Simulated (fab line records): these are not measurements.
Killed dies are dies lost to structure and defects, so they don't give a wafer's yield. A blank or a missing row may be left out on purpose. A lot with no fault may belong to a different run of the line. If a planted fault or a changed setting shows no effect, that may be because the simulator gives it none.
fab line records	flow rit-cmos
record lots=5	wafers=15	last-day=7
route steps=202 shown PLDD@116 SPACER@125 NSD@131 PSD@142 SDANNEAL@153 SILICIDE@161 M1@202
lots that met no fault: taken from a fault-free run of the same line
start-h: hours from the record's opening day to when the first of the lot's shown wafers began	wait-h: how many hours have passed since the lot's step before this one	" repeats the value in the row above	L1.1+2: several wafers, shown together as one row	- no value, or no start was given	* or withheld: withheld	< > ~ a bound
route shown NAME@n: a module of which the file shows steps, and the number in the route of the first	usual: mean and standard deviation over wafers with no fault	same: alike in all rows	chamber/n: place in a boat	sites: each site's reading	_std_site: standard deviation of those values	_edge_site: inner sites' mean taken away from outer sites' mean	radius-mm: how far each site lies from the wafer's centre	mask NAME#n: copy n	behind: tool/chamber where the wafer was last shaped	hold: what put the lot on hold/how long, in hours/how the hold closed	device: names the non-switching transistor (n, p or np)	end of line: at the end of the route, the tests of the same wafers	step lacking rows: just its recipe	killed: count of dies lost to structure and defects at first sort (not the wafer's yield)	map: a wafer's dies, marking killed ones x, the rest . and places with no die _
set.NAME: the run value of the setting; set.NAME@STEP: its run value at that earlier step	model.NAME: the simulator's own value behind a step, which no gauge read
certain route steps with their lots: each step a table, each wafer a row
services: from which hour (start-h, from the record's first day; less than 0 if before it) a tool's chamber was out of use, for how many hours, and why
## steps
# step RIT_PLDD_SOFTBAKE_02
# recipe resist=NOVOLAK	temp-c=90	time-s=60
# step RIT_PLDD_EXPOSE_03
# recipe mask-id=M8	na=0.57	target-cd-nm=40900	dose-mj=250
# step RIT_PLDD_PEB_04
# recipe resist=NOVOLAK	temp-c=withheld	time-s=withheld
# step RIT_PLDD_DEVELOP_05
# recipe resist=NOVOLAK	develop-time-s=50	dev-temp-c=23
# step RIT_PLDD_OVL_MEAS_06
# usual PLDD_OVL=0.4/1.5
lot.wafer	tool	chamber	start-h	wait-h	PLDD_OVL[nm]
L238.1	overlay-02	-	48.56	-	-1.0
L238.2	"	-	"	"	0.8
L238.4	"	-	"	"	2.2
L241.2	overlay-01	-	65.05	-	-1.6
L241.4	"	-	"	"	0.8
L241.5	"	-	"	"	1.6
L248.1	overlay-02	-	96.94	-	0.0
L248.2	"	-	"	"	0.0
L248.6	"	-	"	"	0.3
L259.1	overlay-02	-	150.24	-	1.0
L259.2	"	-	"	"	0.3
L259.5	"	-	"	"	-0.2
L261.3	overlay-01	-	158.41	-	1.3
L261.4	"	-	"	"	1.7
L261.5	"	-	"	"	1.8
# step RIT_PLDD_HARDBAKE_07
# recipe resist=NOVOLAK	temp-c=140	time-s=60
# step RIT_PLDD_IMPLANT_08
# recipe species=BF2	energy-kev=20	dose-cm2=9e+14	tilt-deg=7
# step RIT_PLDD_STRIP_09
# recipe chemistry=O2	time-s=180	resist=NOVOLAK	platen-temp-c=withheld	power-w=500	pressure-mtorr=4000	o2-flow-sccm=4000
# usual drypump-motor-current-A=6.1/0.47
lot.wafer	tool	chamber	start-h	wait-h	drypump-motor-current-A	rf-hours-counter-h
L238.1	plasma-asher-04	0	48.89	0.1	5.7	26
L238.2	"	1	"	"	5.3	26
L238.4	"	0	"	"	5.7	-
L241.2	plasma-asher-01	0	65.38	0.1	6.6	43
L241.4	"	0	"	"	6.6	-
L241.5	"	1	"	"	5.9	-
L248.1	plasma-asher-04	1	97.27	0.1	5.3	31
L248.2	"	0	"	"	5.7	31
L248.6	"	0	"	"	5.7	-
L259.1	plasma-asher-02	0	150.57	0.1	6.6	53
L259.2	"	1	"	"	5.9	53
L259.5	"	0	"	"	6.7	-
L261.3	plasma-asher-01	1	158.79	0.1	5.9	-
L261.4	"	0	"	"	6.6	-
L261.5	"	0	"	"	6.6	-
# step RIT_PLDD_TW_MEAS_10
# usual PLDD_TW=2331/14
lot.wafer	tool	chamber	start-h	wait-h	PLDD_TW
L238.1	film-metro-01	-	49.07	0.1	2336
L238.2	"	-	"	"	2315
L238.4	"	-	"	"	2319
L241.2	film-metro-04	-	65.56	0.1	2337
L241.4	"	-	"	"	2343
L241.5	"	-	"	"	2353
L248.1	film-metro-02	-	97.45	0.1	2318
L248.2	"	-	"	"	2318
L248.6	"	-	"	"	2319
L259.1	film-metro-01	-	150.75	0.1	2322
L259.2	"	-	"	"	2337
L259.5	"	-	"	"	2341
L261.3	film-metro-02	-	158.93	0.1	2304
L261.4	"	-	"	"	2330
L261.5	"	-	"	"	2315
# step RIT_SPACER_CLEAN_00
# recipe chemistry=SC1	mix=3:3:50	time-s=600	temp-c=75
# step RIT_SPACER_CLEAN_01
# recipe chemistry=dHF	dilution=50:1	time-s=30
# step RIT_SPACER_CLEAN_02
# recipe chemistry=SC2	mix=3:3:50	time-s=600	temp-c=75	dry=n2-spin
# step RIT_SPACER_CVD_03
# recipe material=Si3N4	target-thk-nm=250	temp-c=810	precursor=SiH2Cl2/NH3	time-s=3300	pressure-mtorr=300	sih2cl2-flow-sccm=60	nh3-flow-sccm=150
# usual pressure-mtorr=300.0/0.54
lot.wafer	tool	chamber	start-h	wait-h	pressure-mtorr	model.Si3N4_of_SPACER_CVD_03.thk-nm
L238.1	lpcvd-01	0	49.64	0.1	300.5	251.1
L238.2	"	0	"	"	299.7	246.9
L238.4	"	0	"	"	300.1	248.1
L241.2	lpcvd-02	1	66.08	0.0	299.4	251.2
L241.4	"	1	"	"	299.7	252.1
L241.5	"	1	"	"	299.7	251.7
L248.1	lpcvd-01	1	97.90	0.0	299.2	223
L248.2	"	1	"	"	299.5	225.9
L248.6	"	1	"	"	299.6	223.2
L259.1	lpcvd-02	1	151.18	0.0	300.3	253
L259.2	"	1	"	"	300.5	253.8
L259.5	"	1	"	"	300.2	252.7
L261.3	lpcvd-02	1	159.40	0.0	299.3	248
L261.4	"	1	"	"	300.2	249.2
L261.5	"	1	"	"	299.7	248.4
# step RIT_SPACER_THK_MEAS_04
# recipe reads=Si3N4_of_SPACER_CVD_03
# usual SPACER_NITRIDE_THK=249.9/2.5
lot.wafer	tool	chamber	start-h	wait-h	SPACER_NITRIDE_THK[nm]
L238.1	film-metro-04	-	51.55	0.0	251.2
L238.2	"	-	"	"	246.8
L238.4	"	-	"	"	248.2
L241.2	film-metro-04	-	68.01	0.0	251.0
L241.4	"	-	"	"	252.2
L241.5	"	-	"	"	251.8
L248.1	film-metro-04	-	99.82	0.0	222.8
L248.2	"	-	"	"	226.0
L248.6	"	-	"	"	223.1
L259.1	film-metro-02	-	153.09	0.0	252.7
L259.2	"	-	"	"	253.7
L259.5	"	-	"	"	252.6
L261.3	film-metro-02	-	161.34	0.0	248.0
L261.4	"	-	"	"	249.3
L261.5	"	-	"	"	248.3
# step RIT_SPACER_ETCHBACK_05
# recipe target-depth-a=2500	SF6_flow_sccm=30	CHF3_flow_sccm=30	target=Si3N4	chemistry=SF6/CHF3	pressure-mtorr=40	rf-w=250	time-s=240	stop-on=SiO2
# usual SF6_flow_sccm=30.00/0.091	drypump-motor-current-A=5.5/0.38	oes-product-au=0.842/0.013	throttle-valve-pct=10.25/0.13
lot.wafer	tool	chamber	start-h	wait-h	SF6_flow_sccm	drypump-motor-current-A	oes-product-au	rf-hours-counter-h	throttle-valve-pct	model.etch.depth-nm
L238.1	rie-diel-01	3	51.61	0.1	29.98	5.3	0.843	150	10.15	251.1
L238.2	"	2	"	"	30.06	5.6	0.841	13	10.36	246.9
L238.4	"	1	"	"	29.93	4.8	0.856	32	10.01	248.1
L241.2	rie-diel-03	2	68.06	0.0	30.02	5.4	0.855	125	10.24	251.2
L241.4	"	0	"	"	30.01	5.9	0.827	3	10.35	252.1
L241.5	"	1	"	"	30.11	5.9	0.853	-	10.43	251.7
L248.1	rie-diel-01	3	99.88	0.1	30.00	5.3	0.762	151	10.13	223
L248.2	"	2	"	"	29.92	5.6	0.788	14	10.36	225.9
L248.6	"	2	"	"	29.99	5.6	0.783	-	10.36	223.2
L259.1	rie-diel-01	0	153.15	0.1	29.94	5.7	0.823	0	10.17	253
L259.2	"	2	"	"	29.86	5.6	0.867	14	10.38	253.8
L259.5	"	1	"	"	30.00	4.8	0.875	-	10.02	252.7
L261.3	rie-diel-03	1	161.38	0.0	29.98	5.9	0.838	4	10.45	248
L261.4	"	2	"	"	29.99	5.4	0.851	127	10.24	249.2
L261.5	"	1	"	"	30.03	5.9	0.852	-	10.45	248.4
# step RIT_NSD_HMDS_00
# recipe prime-time-s=60	prime-temp-c=140
# step RIT_NSD_COAT_01
# recipe resist=NOVOLAK	spin-rpm=3292	resist-thk-nm=1000
# step RIT_NSD_SOFTBAKE_02
# recipe resist=NOVOLAK	temp-c=90	time-s=60
# step RIT_NSD_EXPOSE_03
# recipe mask-id=M9	na=0.57	target-cd-nm=40700	dose-mj=250
# step RIT_NSD_PEB_04
# recipe resist=NOVOLAK	temp-c=withheld	time-s=withheld
# step RIT_NSD_DEVELOP_05
# recipe resist=NOVOLAK	develop-time-s=50	dev-temp-c=23
# step RIT_NSD_OVL_MEAS_06
# usual NSD_OVL=-1.5/1.4
lot.wafer	tool	chamber	start-h	wait-h	NSD_OVL[nm]
L238.1	overlay-01	-	52.61	-	0.5
L238.2	"	-	"	"	-0.9
L238.4	"	-	"	"	0.8
L241.2	overlay-02	-	69.07	-	-4.4
L241.4	"	-	"	"	-1.4
L241.5	"	-	"	"	-2.0
L248.1	overlay-02	-	100.88	-	-0.7
L248.2	"	-	"	"	-2.2
L248.6	"	-	"	"	-2.8
L259.1	overlay-01	-	154.28	-	-1.9
L259.2	"	-	"	"	0.5
L259.5	"	-	"	"	-1.2
L261.3	overlay-02	-	162.39	-	-2.1
L261.4	"	-	"	"	-2.0
L261.5	"	-	"	"	-1.2
# step RIT_NSD_HARDBAKE_07
# recipe resist=NOVOLAK	temp-c=140.4	time-s=60
# step RIT_NSD_IMPLANT_08
# recipe species=P	energy-kev=25	dose-cm2=1e+15	tilt-deg=7
# step RIT_NSD_STRIP_09
# recipe chemistry=O2	time-s=180	resist=NOVOLAK	platen-temp-c=withheld	power-w=500	pressure-mtorr=4000	o2-flow-sccm=4000
# usual drypump-motor-current-A=5.8/0.62
lot.wafer	tool	chamber	start-h	wait-h	drypump-motor-current-A	rf-hours-counter-h
L238.1	plasma-asher-03	0	52.95	0.1	4.9	38
L238.2	"	1	"	"	6.2	38
L238.4	"	1	"	"	6.2	-
L241.2	plasma-asher-04	1	69.40	0.1	5.3	28
L241.4	"	0	"	"	5.7	-
L241.5	"	1	"	"	5.3	-
L248.1	plasma-asher-03	1	101.22	0.1	6.2	43
L248.2	"	0	"	"	4.9	43
L248.6	"	0	"	"	4.9	-
L259.1	plasma-asher-01	0	154.61	0.1	6.6	4
L259.2	"	1	"	"	5.9	4
L259.5	"	1	"	"	5.9	-
L261.3	plasma-asher-01	0	162.77	0.1	6.7	-
L261.4	"	1	"	"	5.9	-
L261.5	"	0	"	"	6.6	-
# step RIT_NSD_TW_MEAS_10
# usual NSD_TW=3088/16
lot.wafer	tool	chamber	start-h	wait-h	NSD_TW
L238.1	film-metro-01	-	53.12	0.1	3085
L238.2	"	-	"	"	3090
L238.4	"	-	"	"	3086
L241.2	film-metro-01	-	69.58	0.1	3084
L241.4	"	-	"	"	3081
L241.5	"	-	"	"	3098
L248.1	film-metro-02	-	101.39	0.1	3086
L248.2	"	-	"	"	3093
L248.6	"	-	"	"	3071
L259.1	film-metro-01	-	154.79	0.1	3097
L259.2	"	-	"	"	3110
L259.5	"	-	"	"	3098
L261.3	film-metro-04	-	162.91	0.1	3116
L261.4	"	-	"	"	3126
L261.5	"	-	"	"	3116
# step RIT_PSD_HMDS_00
# recipe prime-time-s=60	prime-temp-c=140
# step RIT_PSD_COAT_01
# recipe resist=NOVOLAK	spin-rpm=3250	resist-thk-nm=1000
# step RIT_PSD_SOFTBAKE_02
# recipe resist=NOVOLAK	temp-c=90	time-s=60
# step RIT_PSD_EXPOSE_03
# recipe mask-id=M10	na=0.57	target-cd-nm=40900	dose-mj=250
# step RIT_PSD_PEB_04
# recipe resist=NOVOLAK	temp-c=withheld	time-s=withheld
# step RIT_PSD_DEVELOP_05
# recipe resist=NOVOLAK	develop-time-s=50	dev-temp-c=23
# step RIT_PSD_OVL_MEAS_06
# usual PSD_OVL=0.3/1.6
lot.wafer	tool	chamber	start-h	wait-h	PSD_OVL[nm]
L238.1	overlay-02	-	54.16	-	-2.9
L238.2	"	-	"	"	-3.7
L238.4	"	-	"	"	-0.2
L241.2	overlay-01	-	70.58	-	0.3
L241.4	"	-	"	"	2.5
L241.5	"	-	"	"	-0.2
L248.1	overlay-02	-	102.44	-	-1.5
L248.2	"	-	"	"	-1.4
L248.6	"	-	"	"	-0.9
L259.1	overlay-01	-	155.70	-	3.6
L259.2	"	-	"	"	0.3
L259.5	"	-	"	"	2.5
L261.3	overlay-02	-	163.94	-	-1.8
L261.4	"	-	"	"	-0.2
L261.5	"	-	"	"	-0.6
# step RIT_PSD_HARDBAKE_07
# recipe resist=NOVOLAK	temp-c=140	time-s=60
# step RIT_PSD_IMPLANT_08
# recipe species=BF2	energy-kev=27.24	dose-cm2=5e+15	tilt-deg=7
# step RIT_PSD_STRIP_09
# recipe chemistry=O2	time-s=180	resist=NOVOLAK	platen-temp-c=withheld	power-w=500	pressure-mtorr=4000	o2-flow-sccm=4000
# usual drypump-motor-current-A=6.0/0.62
lot.wafer	tool	chamber	start-h	wait-h	drypump-motor-current-A	rf-hours-counter-h
L238.1	plasma-asher-01	1	54.49	0.1	5.9	41
L238.2	"	0	"	"	6.6	41
L238.4	"	1	"	"	5.9	-
L241.2	plasma-asher-01	0	70.91	0.1	6.6	43
L241.4	"	0	"	"	6.6	-
L241.5	"	1	"	"	5.9	-
L248.1	plasma-asher-01	0	102.77	0.1	6.6	47
L248.2	"	1	"	"	5.9	47
L248.6	"	0	"	"	6.6	-
L259.1	plasma-asher-02	1	156.03	0.1	5.9	53
L259.2	"	0	"	"	6.7	53
L259.5	"	0	"	"	6.7	-
L261.3	plasma-asher-01	1	164.32	0.1	5.9	-
L261.4	"	0	"	"	6.7	-
L261.5	"	0	"	"	6.7	-
# step RIT_PSD_TW_MEAS_10
# usual PSD_TW=3404/23
lot.wafer	tool	chamber	start-h	wait-h	PSD_TW
L238.1	film-metro-01	-	54.67	0.1	3397
L238.2	"	-	"	"	3409
L238.4	"	-	"	"	3407
L241.2	film-metro-02	-	71.09	0.1	3386
L241.4	"	-	"	"	3390
L241.5	"	-	"	"	3416
L248.1	film-metro-04	-	102.95	0.1	3450
L248.2	"	-	"	"	3432
L248.6	"	-	"	"	3439
L259.1	film-metro-02	-	156.21	0.1	3379
L259.2	"	-	"	"	3374
L259.5	"	-	"	"	3368
L261.3	film-metro-01	-	164.46	0.1	3417
L261.4	"	-	"	"	3393
L261.5	"	-	"	"	3414
# step RIT_SDANNEAL_CLEAN_00
# recipe chemistry=SC1	mix=3:3:50	time-s=600	temp-c=75
# step RIT_SDANNEAL_CLEAN_01
# recipe chemistry=dHF	dilution=50:1	time-s=30
# step RIT_SDANNEAL_CLEAN_02
# recipe chemistry=SC2	mix=3:3:50	time-s=600	temp-c=75	dry=n2-spin
# step RIT_SDANNEAL_RTA_03
# recipe temp-c=1050	time-s=5	idle-temp-c=600	ramp-up-c-per-s=342	ramp-down-c-per-s=171	cool-to-c=600	ambient=N2
# usual ramp-down-c-per-s=171.00/0.03	wafer_temp_C_max=1053.5/1.3
lot.wafer	tool	chamber	start-h	wait-h	ramp-down-c-per-s	wafer_temp_C_max
L238.1	rtp-anneal-01	0	55.18	0.0	170.99	1051.6
L238.2	"	0	"	"	171.00	1053.9
L238.4	"	0	"	"	170.98	1052.2
L241.2	rtp-anneal-02	0	71.76	0.0	171.00	1052.8
L241.4	"	0	"	"	170.99	1054.7
L241.5	"	0	"	"	171.02	1053.7
L248.1	rtp-anneal-01	0	103.63	0.0	170.97	1054.2
L248.2	"	0	"	"	171.00	1052.9
L248.6	"	0	"	"	170.97	1052.2
L259.1	rtp-anneal-02	0	156.66	0.0	170.97	1053.4
L259.2	"	0	"	"	171.04	1053.1
L259.5	"	0	"	"	171.05	1053.2
L261.3	rtp-anneal-02	0	164.88	0.0	171.05	1053.1
L261.4	"	0	"	"	170.95	1052.9
L261.5	"	0	"	"	171.02	1053.2
# step RIT_SDANNEAL_RS_MEAS_04
# recipe thk-meas-gauge=four-point-probe
# usual PSD_RS=115.42/0.27
lot.wafer	tool	chamber	start-h	wait-h	PSD_RS[ohm/sq]
L238.1	film-metro-01	-	55.23	0.0	115.06
L238.2	"	-	"	"	115.15
L238.4	"	-	"	"	115.26
L241.2	film-metro-01	-	71.83	0.1	115.70
L241.4	"	-	"	"	115.78
L241.5	"	-	"	"	115.73
L248.1	film-metro-02	-	103.69	0.0	114.95
L248.2	"	-	"	"	115.41
L248.6	"	-	"	"	114.87
L259.1	film-metro-01	-	156.71	0.0	115.28
L259.2	"	-	"	"	115.12
L259.5	"	-	"	"	115.07
L261.3	film-metro-02	-	164.96	0.1	115.27
L261.4	"	-	"	"	115.34
L261.5	"	-	"	"	115.14
# step RIT_SILICIDE_WET_ETCH_00
# recipe chemistry=BOE	target=SiO2	target-depth-nm=14	time-s=15	dry=n2-spin	dilution=10:1	temp-c=21.5
lot.wafer	tool	chamber	start-h	wait-h	model.Si3N4_of_SPACER_CVD_03.thk-nm
L238.1	wet-bench-04	0	55.71	0.1	195.6
L238.2	"	0	"	"	193.1
L238.4	"	0	"	"	196.1
L241.2	wet-bench-04	3	72.29	0.1	198.2
L241.4	"	3	"	"	195.3
L241.5	"	3	"	"	195.8
L248.1	wet-bench-04	1	104.17	0.1	174.1
L248.2	"	1	"	"	177.2
L248.6	"	1	"	"	175
L259.1	wet-bench-04	1	157.19	0.1	196.6
L259.2	"	1	"	"	200
L259.5	"	1	"	"	200.3
L261.3	wet-bench-03	3	165.40	0.1	193.4
L261.4	"	3	"	"	196.9
L261.5	"	3	"	"	193.6
# step RIT_M1_PROBE_99
# usual killed-at-front-end=6.7/3	killed-dies=6.9/3	killed-on-rim=1.8/1.4	killed-open=3.5/1.9	killed-short=3.3/2
# same gross-dies=264	killed_at_M0_to_M3=0	killed_at_M4_up=0	killed-at-back-side=0	killed-at-contacts=0	killed-at-other=0
lot.wafer	tool	chamber	start-h	wait-h	killed-at-front-end	killed-dies	killed-on-rim	killed-open	killed-short	model.etest.nmos_0p15.r-on-ohm-um	model.etest.nplus-sal.width-nm	model.etest.pplus-sal.width-nm	model.etest.pwell-pinched.rs-ohm-sq	model.etest.nwell-pinched.rs-ohm-sq	model.etest.nmos_0p15.tox-inv-nm	model.etest.diode-nplus-pwell.bv-v	model.etest.diode-nplus-comb.cj-ff-um2
L238.1	prober-02	-	64.08	0.1	5	5	0	2	3	1110	3455	3427	468.2	342.9	4.287	6.055	2.647
L238.2	prober-02	-	64.13	0.1	2	2	1	1	1	1103	3449	3445	473.9	343.3	4.276	6.058	2.639
L238.4	prober-02	-	64.23	0.2	7	7	1	4	3	1068	3415	3419	463.1	334.5	4.322	6.019	2.59
L241.2	prober-02	-	79.38	0.1	5	5	1	2	3	1107	3415	3429	449.8	332.4	4.562	6.057	2.567
L241.4	prober-02	-	79.48	0.2	11	11	3	7	4	1173	3463	3455	469.2	347.4	4.36	6.022	2.659
L241.5	prober-02	-	79.53	0.2	10	10	1	6	4	1160	3444	3449	466.4	345	4.339	6.041	2.638
L248.1	prober-01	-	111.24	0.1	13	13	2	5	8	1237	3535	3511	484.2	354.1	4.09	6.145	2.72
L248.2	prober-01	-	111.29	0.1	5	5	1	3	2	1178	3501	3480	489.6	350	4.227	6.093	2.705
L248.6	prober-01	-	111.49	0.2	5	5	1	4	1	1227	3506	3521	479.8	354.1	4.205	6.123	2.7
L259.1	prober-02	-	164.88	0.1	6	6	2	3	3	1197	3467	3455	472.9	338	4.357	6.005	2.676
L259.2	prober-02	-	164.93	0.1	5	5	1	3	2	1124	3433	3432	459.4	331.8	4.523	5.999	2.59
L259.5	prober-02	-	165.08	0.2	2	2	0	0	2	1097	3434	3412	454.8	326	4.555	6.046	2.555
L261.3	prober-02	-	172.43	0.2	14	14	4	9	5	1144	3474	3454	472.5	342.2	4.467	5.903	2.668
L261.4	prober-02	-	172.48	0.2	11	11	5	6	5	1090	3399	3410	447.5	330.4	4.623	5.972	2.595
L261.5	prober-02	-	172.53	0.2	11	11	4	7	4	1162	3450	3450	472.1	342.9	4.501	5.923	2.663
# killed by level:class
L238.1 REOX:geometric-particle:short=2 FOX2:geometric-particle:open=1 REOX:geometric-particle:open=1 SPACER:geometric-particle:short=1
L238.2 GATE:geometric-particle:open=1 GATE:geometric-particle:short=1
L238.4 GATE:geometric-particle:short=2 FOX1:geometric-particle:open=1 FOX1:geometric-particle:short=1 GATE:geometric-particle:open=1 SPACER:geometric-particle:open=1 SILICIDE:geometric-particle:open=1
L241.2 REOX:geometric-particle:short=2 FOX1:geometric-particle:short=1 FOX1:geometric-particle:open=1 REOX:geometric-particle:open=1
L241.4 GATE:geometric-particle:short=2 REOX:geometric-particle:open=2 SPACER:geometric-particle:open=2 SPACER:geometric-particle:short=2 FOX2:geometric-particle:open=1 GATE:geometric-particle:open=1 SILICIDE:geometric-particle:open=1
L241.5 GATE:geometric-particle:open=4 REOX:geometric-particle:short=3 REOX:geometric-particle:open=2 GATE:geometric-particle:short=1
L248.1 SILICIDE:geometric-particle:short=4 FOX2:geometric-particle:open=2 GATE:geometric-particle:short=2 FOX1:geometric-particle:open=1 FOX1:geometric-particle:short=1 GATE:geometric-particle:open=1 SPACER:geometric-particle:short=1 SILICIDE:geometric-particle:open=1
L248.2 FOX1:geometric-particle:open=1 GATE:geometric-particle:short=1 SPACER:geometric-particle:open=1 SPACER:geometric-particle:short=1 SILICIDE:geometric-particle:open=1
L248.6 REOX:geometric-particle:open=2 SPACER:geometric-particle:open=1 SILICIDE:geometric-particle:short=1 SILICIDE:geometric-particle:open=1
L259.1 REOX:geometric-particle:open=2 REOX:geometric-particle:short=2 GATE:geometric-particle:open=1 SPACER:geometric-particle:short=1
L259.2 SPACER:geometric-particle:open=2 FOX1:geometric-particle:open=1 FOX1:geometric-particle:short=1 SILICIDE:geometric-particle:short=1
L259.5 GATE:geometric-particle:short=1 SPACER:geometric-particle:short=1
L261.3 GATE:geometric-particle:open=4 REOX:geometric-particle:open=4 GATE:geometric-particle:short=2 FOX1:geometric-particle:short=1 REOX:geometric-particle:short=1 SPACER:geometric-particle:short=1 SPACER:geometric-particle:open=1
L261.4 GATE:geometric-particle:open=3 GATE:geometric-particle:short=2 REOX:geometric-particle:short=2 REOX:geometric-particle:open=2 SPACER:geometric-particle:open=1 SPACER:geometric-particle:short=1
L261.5 GATE:geometric-particle:open=4 REOX:geometric-particle:short=3 FOX1:geometric-particle:open=2 SPACER:geometric-particle:open=1 SILICIDE:geometric-particle:short=1
## services
tool	chamber	start-h	hours	kind
rie-diel-01	3	30.93	12.0	repair
wet-bench-03	-	46.26	23.1	pm
lpcvd-02	-	55.15	2.8	pm
plasma-asher-04	-	56.96	2.5	repair
lpcvd-02	-	61.59	0.7	repair
rie-diel-01	2	79.53	13.4	repair
rie-diel-01	-	97.25	0.4	repair
plasma-asher-01	-	108.75	9.0	pm
plasma-asher-01	0	108.75	9.0	vent-cycle
plasma-asher-01	1	108.75	9.0	vent-cycle
plasma-asher-01	0	117.75	-	clean
plasma-asher-01	1	117.75	-	clean
rie-diel-01	0	117.90	-	clean
rie-diel-01	0	117.90	27.2	scheduled-down
rie-diel-01	0	117.90	27.2	vent-cycle
rie-diel-01	-	124.09	14.6	pm
rie-diel-03	2	124.61	3.4	repair
rie-diel-03	-	131.40	2.8	pm
rie-diel-03	2	134.94	1.3	repair
rie-diel-01	3	147.81	-	clean
## key
first-sign step=RIT_SPACER_THK_MEAS_04	reading=SPACER_NITRIDE_THK	direction=down	sigmas=11	usual=249.9	struck=224.0
effect step=RIT_SPACER_ETCHBACK_05	reading=oes-product-au	direction=down	sigmas=4.9	usual=0.842	struck=0.778
model-effect step=RIT_SPACER_CVD_03	value=Si3N4_of_SPACER_CVD_03.thk-nm	without=247	struck=224
model-effect step=RIT_SPACER_ETCHBACK_05	value=etch.depth-nm	without=247	struck=224
model-effect step=RIT_SILICIDE_WET_ETCH_00	value=Si3N4_of_SPACER_CVD_03.thk-nm	without=193.6	struck=175.5
model-effect step=RIT_M1_PROBE_99	value=etest.nmos_0p15.r-on-ohm-um	without=1101	struck=1214
met-at RIT_SPACER_CVD_03
struck-wafers L248.1,L248.2,L248.6
tester-left-out L248
also-fits RIT_PLDD_STRIP_09:plasma-asher-04
fault kind=process-parameter-drift	tool=lpcvd-01	chamber=1	onset-h=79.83	steps=RIT_SPACER_CVD_03	channel=target-thk-nm	offset=-22.984	shape=step	end-h=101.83	acts-in=these-recipes-only	stated=250
# tester-left-out: of these lots the tester's yield and bins aren't shown, on N5 and GAA mostly nor the transistor test; their killed dies are dies lost to structure and defects alone, not to doping, threshold or leakage, so they don't give the yield
